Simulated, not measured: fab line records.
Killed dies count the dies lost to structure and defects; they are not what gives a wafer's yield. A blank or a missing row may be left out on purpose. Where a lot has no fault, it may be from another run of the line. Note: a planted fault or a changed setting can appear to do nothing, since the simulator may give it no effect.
8D (eight disciplines) problem report, filled in by code || flow berkeley_cmos170 || the parts of the form that need people (team, actions taken, sign-off) are left out

1. THE ISSUE
NVT_TW at UCB170_NVT_TW_MEAS_09 reads a mean of 470 on 6 wafers of 2 lots; wafers without a fault read 524 with a standard deviation of 5.3. Relative to the usual mean, that is a shift of -10 standard deviations.
First seen on wafer L309.1, day 7 22:23, on film_metro-03. Wafers with a number at this step in the record: 42, from 14 lots. Rule for "out" (also "out of limits"): further than 4 standard deviations from the usual mean. All remaining wafers that have a number are taken as sound.

2. WHAT IT IS, AND WHAT IT ISN'T
{"question": "which readings at this step", "is": "NVT_TW", "is not": "-"}
{"question": "which lots", "is": "L309, L312", "is not": "L301, L302, L303, L305, L308, L311, L315, L317, L320, L321, L323, L324"}
{"question": "which wafers of those lots", "is": "all that have a number", "is not": "-"}
{"question": "read on which gauges", "is": "film_metro-02, film_metro-03", "is not": "film_metro-01"}
{"question": "when", "is": "from day 7 22:23", "is not": "up to then (12 sound wafers); but 24 sound wafers of L308, L311, L315, L317, L320, L321, L323, L324 came after"}

3. SUSPECTS, AND WHAT RULES EACH OUT
Counting: a tool at a process step up to the reading stays a suspect if it ran every lot that is out and no sound lot after the first of them.
- the gauge at UCB170_NVT_TW_MEAS_09 is ruled out. Those wafers that are out were read across 2 gauges (film_metro-02, film_metro-03).
- implanter-01 at UCB170_NVT_IMPLANT_07: kept. All lots that are out passed through it, beginning with L309 at day 7 22:08, and no sound lot followed; its final sound lot before that point was L302 at day 7 01:06. Its own readings are out on those wafers: beam_energy_keV.
Remaining after the count: implanter-01 at UCB170_NVT_IMPLANT_07.

4. THE CAUSE (what the simulator had put in)
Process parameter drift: implanter-01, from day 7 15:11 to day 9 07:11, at UCB170_NVT_IMPLANT_07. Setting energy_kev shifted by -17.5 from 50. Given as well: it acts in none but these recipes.
Counting left only this tool.

5. THE CHAIN OF EFFECTS, in route order
One row per reading whose mean, taken over the struck wafers that have a number, lies over 3 standard deviations from the usual. Only readings whose record carries a usual standard deviation are examined. hours: median over the lots of the time between each lot's start at the first step of this table that gives one and its start at this step. sigmas: the change, counted in usual standard deviations.
{"hours": 0, "step": "UCB170_NVT_IMPLANT_07", "reading": "beam_energy_keV", "usual": 49.999, "on struck wafers": 32.508, "change": -17.491, "sigmas": "-99 or more"}
{"hours": 0, "step": "UCB170_NVT_TW_MEAS_09", "reading": "NVT_TW", "usual": 524, "on struck wafers": 470, "change": -54, "sigmas": -10}
Here are the process steps it includes:
- UCB170_NVT_IMPLANT_07

6. WHAT WOULD HAVE CAUGHT IT SOONER
7 hours passed between the start of the fault at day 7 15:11 and the first reading out of limits at a measuring or inspecting step in this record, taken at day 7 22:23.
At UCB170_NVT_IMPLANT_07, the tool's own readings (beam_energy_keV) were out on each struck wafer the step has a row for, so an alarm limit on them would have fired on the first such wafer.
Among the 2 lots that are out, L312 began UCB170_NVT_IMPLANT_07 on implanter-01 after day 7 22:23. Had the tool been put on hold then, it would have been spared.
